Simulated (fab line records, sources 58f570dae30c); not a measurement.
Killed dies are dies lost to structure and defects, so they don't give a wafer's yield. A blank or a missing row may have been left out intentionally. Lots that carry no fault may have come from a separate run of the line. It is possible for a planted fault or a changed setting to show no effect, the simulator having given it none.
Which of the tools did it? + flow berkeley-cmos170 + at 1 step of a route of 331, 6 lots with 18 wafers sampled

WHAT THE GAUGES SHOWED, per wafer
UCB170_NWELL_THK_MEAS_05.
| lot  | measured    | on            | NWELL_NITRIDE_THK (nm) |
|------|-------------|---------------|------------------------|
| L866 | day 2 18:10 | film-metro-01 | 223.9 225.0 222.5      |
| L868 | day 3 08:30 | film-metro-04 | 219.5 219.1 219.3      |
| L872 | day 4 02:58 | film-metro-04 | 216.5 217.8 216.9      |
| L881 | day 5 19:13 | film-metro-03 | 217.7 217.4 218.8      |
| L882 | day 6 05:10 | film-metro-03 | 220.9 220.6 222.2      |
| L886 | day 6 17:14 | film-metro-03 | 215.5 216.1 214.7      |

TOOL THAT RAN EACH LOT (tool first, then ch and the chambers of the sampled wafers, then the start)
The record shows no process step preceding these readings.

THE ANSWER, worked out from the rows above alone
Rule: usual is defined by the lots themselves. The widest of any qualifying gaps counts: lots, ordered by their means at a reading, are off when they make up no more than a third of the lots, leave a main group of 4 or more, and stand apart from it by 3 or more times the standard deviation of that group's means. A main group whose means are all the same, to the digits that the tables above print for the reading, isn't used. Also off: a lot with no number at a reading for which 4 or more lots have one. Where the step has rows for the other lots, those lots are counted as sound.
No lot is off at any reading shown: from this, nothing can be told.

WHAT THE SIMULATOR PUT IN
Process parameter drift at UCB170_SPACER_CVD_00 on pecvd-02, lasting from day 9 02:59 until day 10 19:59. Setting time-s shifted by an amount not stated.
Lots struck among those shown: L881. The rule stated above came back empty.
